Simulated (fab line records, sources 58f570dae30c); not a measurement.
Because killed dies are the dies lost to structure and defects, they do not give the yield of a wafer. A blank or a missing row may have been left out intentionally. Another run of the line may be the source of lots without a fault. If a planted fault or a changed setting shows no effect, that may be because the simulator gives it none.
fab line records ; flow berkeleyCmos170
record lots=15; wafers=45; lastDay=12
route steps=331 shown NSD@195
lots untouched by any fault: they come from a run of this same line in which no faults occurred
startH: the number of hours between the record's first day and the start of the first shown wafer of the lot ; waitH: how many hours have passed since the lot's step before this one ; " repeats the value in the row above ; L1.1+2: a row that stands for several wafers ; - no value, or no start was given ; * or withheld: withheld ; < > ~ a bound
route shown NAME@n: a module of which the file shows steps, and the number in the route of the first ; usual: mean/standard deviation taken from wafers without a fault ; same: alike in all rows ; chamber/n: place in a boat ; sites: readings site by site ; _std_site: how widely they spread, as a standard deviation ; _edge_site: inner sites' mean taken away from outer sites' mean ; radiusMm: how far each site lies from the wafer's centre ; mask NAME#n: copy n ; behind: the tool/chamber that last shaped the wafer ; hold: cause of the lot's hold/its duration in hours/its outcome ; device: the n, p or np transistor that did not switch ; end of line: the route-end tests of the same wafers ; a step given without rows: its recipe and nothing more ; killed: count of dies lost to structure and defects at first sort (not the wafer's yield) ; map: the dies of a wafer, with x for killed, . for not killed, _ for no die there
set.NAME: the setting that was run; set.NAME@STEP: the one run at that earlier step ; model.NAME: the simulator's own value behind a step, which no gauge read
one table for each step of the route and one row for each wafer, over a sample of lots
services: the hour from which a tool's chamber was out of use, counted from the record's first day as startH (under 0 if before that day), plus the number of hours and why
## steps
# step UCB170_NSD_IMPLANT_08
# recipe species=P; doseCm2=3e+15; energyKev=40; tiltDeg=7
# usual beamOnS=10.02/0.21; doseIonsCm2=3e+15/3.7e+12; endStationPressureTorr=1.25e-05/6.2e-07; faradayCurrentUA=9238/190
lot.wafer;tool;chamber;startH;waitH;beamOnS;doseIonsCm2;endStationPressureTorr;faradayCurrentUA
L992.2;implanter-02;0;151.42;0.0;9.87;2.995e+15;1.14e-05;9379
L992.4;implanter-02;0;151.42;0.0;10.17;3e+15;1.23e-05;9101
L992.5;implanter-02;0;151.42;0.0;9.86;2.999e+15;1.17e-05;9397
L993.1;implanter-01;0;171.29;0.0;9.87;3.001e+15;1.31e-05;9393
L993.2;implanter-01;0;171.29;0.0;10.01;3e+15;1.22e-05;9262
L993.6;implanter-01;0;171.29;0.0;10.24;3e+15;1.26e-05;9059
L994.1;implanter-01;0;179.09;0.0;9.93;2.998e+15;1.27e-05;9348
L994.3;implanter-01;0;179.09;0.0;10.25;3.007e+15;1.18e-05;9019
L994.4;implanter-01;0;179.09;0.0;10.18;3.001e+15;1.21e-05;9100
L997.1;implanter-01;0;179.34;0.0;10.13;3.001e+15;1.21e-05;9177
L997.3;implanter-01;0;179.34;0.0;10.31;3e+15;1.16e-05;8947
L997.5;implanter-01;0;179.34;0.0;9.88;2.996e+15;1.28e-05;9387
L996.1;implanter-01;0;179.61;0.0;9.83;3.004e+15;1.28e-05;9364
L996.4;implanter-01;0;179.61;0.0;10.16;2.996e+15;1.25e-05;9128
L996.5;implanter-01;0;179.61;0.0;9.92;2.993e+15;1.33e-05;9276
L101.1;implanter-01;0;207.53;0.0;9.87;2.097e+15;1.09e-05;6632
L101.5;implanter-01;0;207.53;0.0;10.27;2.1e+15;1.06e-05;6359
L101.6;implanter-01;0;207.53;0.0;9.73;2.098e+15;1.04e-05;6695
L103.2;implanter-01;0;229.26;0.0;10.07;2.092e+15;1.02e-05;6468
L103.5;implanter-01;0;229.26;0.0;10.05;2.097e+15;1.08e-05;6490
L103.6;implanter-01;0;229.26;0.0;10.07;2.104e+15;1.06e-05;6484
L107.2;implanter-03;0;235.86;0.0;9.95;2.998e+15;1.3e-05;9290
L107.5;implanter-03;0;235.86;0.0;10.05;3.004e+15;1.23e-05;9163
L107.6;implanter-03;0;235.86;0.0;9.98;3.008e+15;1.33e-05;9270
L105.1;implanter-01;0;236.07;0.0;10.21;2.099e+15;1.04e-05;6378
L105.2;implanter-01;0;236.07;0.0;10.11;2.101e+15;9.6e-06;6466
L105.6;implanter-01;0;236.07;0.0;10.02;2.104e+15;1.05e-05;6486
L108.3;implanter-02;0;236.20;0.1;9.79;3.009e+15;1.34e-05;9470
L108.5;implanter-02;0;236.20;0.1;9.96;3e+15;1.14e-05;9326
L108.6;implanter-02;0;236.20;0.1;10.05;3e+15;1.3e-05;9260
L106.1;implanter-03;0;236.40;0.0;9.87;2.999e+15;1.26e-05;9364
L106.3;implanter-03;0;236.40;0.0;10.30;2.99e+15;1.17e-05;9009
L106.6;implanter-03;0;236.40;0.0;9.94;2.997e+15;1.26e-05;9254
L109.1;implanter-02;0;251.73;0.0;10.26;3e+15;1.17e-05;8983
L109.4;implanter-02;0;251.73;0.0;9.89;2.994e+15;1.34e-05;9407
L109.5;implanter-02;0;251.73;0.0;9.94;2.999e+15;1.17e-05;9286
L110.1;implanter-03;0;252.01;0.0;10.07;2.994e+15;1.17e-05;9188
L110.4;implanter-03;0;252.01;0.0;10.43;2.996e+15;1.3e-05;8853
L110.5;implanter-03;0;252.01;0.0;10.07;2.998e+15;1.17e-05;9251
L114.1;implanter-02;0;262.99;0.0;9.80;2.996e+15;1.19e-05;9474
L114.2;implanter-02;0;262.99;0.0;10.25;2.996e+15;1.22e-05;9020
L114.3;implanter-02;0;262.99;0.0;10.31;2.999e+15;1.24e-05;9004
L112.1;implanter-02;0;263.27;0.0;9.79;3e+15;1.29e-05;9473
L112.3;implanter-02;0;263.27;0.0;9.95;2.998e+15;1.34e-05;9260
L112.6;implanter-02;0;263.27;0.0;9.91;2.999e+15;1.35e-05;9323
# step UCB170_NSD_STRIP_09
# recipe chemistry=O2; powerW=400; pressureMtorr=3500; platenTempC=withheld; o2FlowSccm=400; overashFraction=0.5
# usual drypumpMotorCurrentA=5.7/0.55; oesProductAu=0.533/0.0044; stripTimeToEndpointS=35.62/0.06
# same overashFraction=0.5
lot.wafer;tool;chamber;startH;waitH;drypumpMotorCurrentA;oesProductAu;rfHoursCounterH;stripTimeToEndpointS
L992.2;plasmaAsher-03;1;151.55;0.1;5.3;0.536;45;35.58
L992.4;plasmaAsher-03;0;151.55;0.1;5.8;0.532;-;35.64
L992.5;plasmaAsher-03;0;151.55;0.1;5.8;0.527;-;35.68
L993.1;plasmaAsher-04;1;171.44;0.1;4.8;0.530;33;35.57
L993.2;plasmaAsher-04;0;171.44;0.1;6.3;0.537;33;35.66
L993.6;plasmaAsher-04;1;171.44;0.1;4.8;0.540;-;35.62
L994.1;plasmaAsher-03;1;179.24;0.1;5.3;0.535;48;35.61
L994.3;plasmaAsher-03;0;179.24;0.1;5.8;0.534;-;35.55
L994.4;plasmaAsher-03;1;179.24;0.1;5.3;0.536;-;35.63
L997.1;plasmaAsher-02;0;179.49;0.1;6.3;0.538;7;35.69
L997.3;plasmaAsher-02;1;179.49;0.1;6.2;0.532;-;35.72
L997.5;plasmaAsher-02;0;179.49;0.1;6.3;0.532;-;35.73
L996.1;plasmaAsher-03;0;179.76;0.1;5.8;0.531;48;35.70
L996.4;plasmaAsher-03;0;179.76;0.1;5.8;0.533;-;35.62
L996.5;plasmaAsher-03;1;179.76;0.1;5.3;0.530;-;35.68
L101.1;plasmaAsher-04;0;207.68;0.1;6.4;0.565;36;32.23
L101.5;plasmaAsher-04;0;207.68;0.1;6.4;0.570;-;32.29
L101.6;plasmaAsher-04;1;207.68;0.1;4.8;0.564;-;32.33
L103.2;plasmaAsher-04;0;229.39;0.1;6.3;0.563;38;32.24
L103.5;plasmaAsher-04;1;229.39;0.1;4.8;0.560;-;32.32
L103.6;plasmaAsher-04;0;229.39;0.1;6.3;0.563;-;32.24
L107.2;plasmaAsher-03;1;235.98;0.1;5.3;0.534;54;35.67
L107.5;plasmaAsher-03;0;235.98;0.1;5.8;0.529;-;35.70
L107.6;plasmaAsher-03;1;235.98;0.1;5.3;0.525;-;35.67
L105.1;plasmaAsher-02;1;236.22;0.1;6.2;0.555;12;32.32
L105.2;plasmaAsher-02;0;236.22;0.1;6.3;0.570;12;32.26
L105.6;plasmaAsher-02;1;236.22;0.1;6.3;0.563;-;32.35
L108.3;plasmaAsher-04;0;236.34;0.1;6.4;0.533;-;35.61
L108.5;plasmaAsher-04;1;236.34;0.1;4.8;0.533;-;35.67
L108.6;plasmaAsher-04;0;236.34;0.1;6.3;0.539;-;35.60
L106.1;plasmaAsher-02;1;236.55;0.1;6.3;0.531;12;35.64
L106.3;plasmaAsher-02;1;236.55;0.1;6.3;0.534;-;35.64
L106.6;plasmaAsher-02;0;236.55;0.1;6.3;0.535;-;35.60
L109.1;plasmaAsher-04;1;251.88;0.1;4.8;0.527;41;35.67
L109.4;plasmaAsher-04;0;251.88;0.1;6.4;0.535;-;35.67
L109.5;plasmaAsher-04;0;251.88;0.1;6.4;0.533;-;35.57
L110.1;plasmaAsher-02;0;252.16;0.1;6.3;0.534;14;35.69
L110.4;plasmaAsher-02;0;252.16;0.1;6.3;0.535;-;35.63
L110.5;plasmaAsher-02;1;252.16;0.1;6.2;0.535;-;35.65
L114.1;plasmaAsher-03;0;263.14;0.1;5.8;0.528;58;35.63
L114.2;plasmaAsher-03;1;263.14;0.1;5.2;0.530;58;35.61
L114.3;plasmaAsher-03;0;263.14;0.1;5.8;0.532;-;35.55
L112.1;plasmaAsher-04;1;263.49;0.2;4.8;0.540;42;35.63
L112.3;plasmaAsher-04;0;263.49;0.2;6.3;0.532;-;35.63
L112.6;plasmaAsher-04;1;263.49;0.2;4.8;0.541;-;35.56
# step UCB170_NSD_TW_MEAS_10
# usual NSD_TW=4189/43
lot.wafer;tool;chamber;startH;waitH;NSD_TW
L992.2;filmMetro-02;-;151.66;0.1;4134
L992.4;filmMetro-02;-;151.66;0.1;4118
L992.5;filmMetro-02;-;151.66;0.1;4131
L993.1;filmMetro-04;-;171.58;0.1;4225
L993.2;filmMetro-04;-;171.58;0.1;4203
L993.6;filmMetro-04;-;171.58;0.1;4189
L994.1;filmMetro-04;-;179.34;0.1;4200
L994.3;filmMetro-04;-;179.34;0.1;4184
L994.4;filmMetro-04;-;179.34;0.1;4196
L997.1;filmMetro-02;-;179.59;0.1;4111
L997.3;filmMetro-02;-;179.59;0.1;4125
L997.5;filmMetro-02;-;179.59;0.1;4124
L996.1;filmMetro-04;-;179.86;0.1;4197
L996.4;filmMetro-04;-;179.86;0.1;4206
L996.5;filmMetro-04;-;179.86;0.1;4206
L101.1;filmMetro-03;-;207.78;0.1;4068
L101.5;filmMetro-03;-;207.78;0.1;4072
L101.6;filmMetro-03;-;207.78;0.1;4074
L103.2;filmMetro-03;-;229.50;0.1;4057
L103.5;filmMetro-03;-;229.50;0.1;4071
L103.6;filmMetro-03;-;229.50;0.1;4082
L107.2;filmMetro-02;-;236.09;0.1;4141
L107.5;filmMetro-02;-;236.09;0.1;4143
L107.6;filmMetro-02;-;236.09;0.1;4133
L105.1;filmMetro-04;-;236.32;0.1;4015
L105.2;filmMetro-04;-;236.32;0.1;4016
L105.6;filmMetro-04;-;236.32;0.1;4020
L108.3;filmMetro-03;-;236.42;0.1;4232
L108.5;filmMetro-03;-;236.42;0.1;4227
L108.6;filmMetro-03;-;236.42;0.1;4213
L106.1;filmMetro-04;-;236.65;0.1;4191
L106.3;filmMetro-04;-;236.65;0.1;4162
L106.6;filmMetro-04;-;236.65;0.1;4195
L109.1;filmMetro-02;-;251.98;0.1;4142
L109.4;filmMetro-02;-;251.98;0.1;4127
L109.5;filmMetro-02;-;251.98;0.1;4142
L110.1;filmMetro-02;-;252.26;0.1;4140
L110.4;filmMetro-02;-;252.26;0.1;4161
L110.5;filmMetro-02;-;252.26;0.1;4139
L114.1;filmMetro-04;-;263.24;0.1;4199
L114.2;filmMetro-04;-;263.24;0.1;4187
L114.3;filmMetro-04;-;263.24;0.1;4185
L112.1;filmMetro-03;-;263.59;0.1;4237
L112.3;filmMetro-03;-;263.59;0.1;4255
L112.6;filmMetro-03;-;263.59;0.1;4242
# step UCB170_SDANNEAL_RS_MEAS_03
# recipe thkMeasGauge=four-point-probe
# usual NSD_RS=37.23/0.097
lot.wafer;tool;chamber;startH;waitH;NSD_RS[ohm/sq]
L992.2;filmMetro-04;-;153.02;0.1;37.24
L992.4;filmMetro-04;-;153.02;0.1;37.19
L992.5;filmMetro-04;-;153.02;0.1;37.18
L993.1;filmMetro-04;-;173.00;0.1;37.44
L993.2;filmMetro-04;-;173.00;0.1;37.28
L993.6;filmMetro-04;-;173.00;0.1;37.27
L994.1;filmMetro-03;-;180.57;0.1;37.38
L994.3;filmMetro-03;-;180.57;0.1;37.39
L994.4;filmMetro-03;-;180.57;0.1;37.36
L997.1;filmMetro-04;-;180.82;0.1;37.11
L997.3;filmMetro-04;-;180.82;0.1;36.98
L997.5;filmMetro-04;-;180.82;0.1;37.08
L996.1;filmMetro-03;-;181.12;0.1;37.12
L996.4;filmMetro-03;-;181.12;0.1;37.17
L996.5;filmMetro-03;-;181.12;0.1;37.17
L101.1;filmMetro-03;-;209.20;0.1;45.26
L101.5;filmMetro-03;-;209.20;0.1;45.24
L101.6;filmMetro-03;-;209.20;0.1;45.20
L103.2;filmMetro-04;-;230.76;0.1;45.19
L103.5;filmMetro-04;-;230.76;0.1;45.09
L103.6;filmMetro-04;-;230.76;0.1;45.14
L107.2;filmMetro-03;-;237.48;0.1;37.27
L107.5;filmMetro-03;-;237.48;0.1;37.14
L107.6;filmMetro-03;-;237.48;0.1;37.34
L105.1;filmMetro-02;-;237.65;0.1;45.18
L105.2;filmMetro-02;-;237.65;0.1;45.21
L105.6;filmMetro-02;-;237.65;0.1;44.99
L108.3;filmMetro-04;-;237.68;0.1;37.27
L108.5;filmMetro-04;-;237.68;0.1;37.28
L108.6;filmMetro-04;-;237.68;0.1;37.29
L106.1;filmMetro-03;-;237.94;0.1;37.38
L106.3;filmMetro-03;-;237.94;0.1;37.32
L106.6;filmMetro-03;-;237.94;0.1;37.37
L109.1;filmMetro-04;-;253.94;0.1;37.09
L109.4;filmMetro-04;-;253.94;0.1;37.22
L109.5;filmMetro-04;-;253.94;0.1;37.15
L110.1;filmMetro-02;-;254.00;0.1;37.18
L110.4;filmMetro-02;-;254.00;0.1;37.28
L110.5;filmMetro-02;-;254.00;0.1;37.23
L114.1;filmMetro-02;-;264.53;0.1;37.37
L114.2;filmMetro-02;-;264.53;0.1;37.27
L114.3;filmMetro-02;-;264.53;0.1;37.35
L112.1;filmMetro-04;-;265.54;0.1;37.08
L112.3;filmMetro-04;-;265.54;0.1;37.19
L112.6;filmMetro-04;-;265.54;0.1;37.14
## services
tool;chamber;startH;hours;kind
implanter-01;-;172.21;1.2;repair
implanter-02;-;175.26;7.8;repair
implanter-03;-;201.86;1.8;repair
implanter-03;-;203.61;3.1;repair
implanter-02;-;244.64;2.1;repair
implanter-01;-;249.07;1.7;repair
plasmaAsher-02;-;258.69;19.1;repair
## key
firstSign step=UCB170_NSD_IMPLANT_08; reading=doseIonsCm2; direction=down; sigmas=99+; usual=3e+15; struck=2.099e+15
effect step=UCB170_NSD_IMPLANT_08; reading=faradayCurrentUA; direction=down; sigmas=14; usual=9238; struck=6495
effect step=UCB170_NSD_STRIP_09; reading=stripTimeToEndpointS; direction=down; sigmas=55; usual=*; struck=*
effect step=UCB170_NSD_TW_MEAS_10; reading=NSD_TW; direction=down; sigmas=3.2; usual=4189; struck=4053
effect step=UCB170_SDANNEAL_RS_MEAS_03; reading=NSD_RS; direction=up; sigmas=81; usual=37.23; struck=45.16
metAt UCB170_NSD_IMPLANT_08
struckLots L101,L103,L105
testerLeftOut L101,L103,L105
onsetBetween 179.61 207.53
fault kind=processParameterDrift; tool=implanter-01; chamber=-; onsetH=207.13; steps=UCB170_NSD_IMPLANT_08; channel=doseCm2; offset=-9e+14; shape=step; endH=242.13; actsIn=theseRecipesOnly; stated=3e+15
# testerLeftOut: of these lots the tester's yield and bins aren't shown, on N5 and GAA mostly nor the transistor test; their killed dies are dies lost to structure and defects alone, not to doping, threshold or leakage, so they don't give the yield
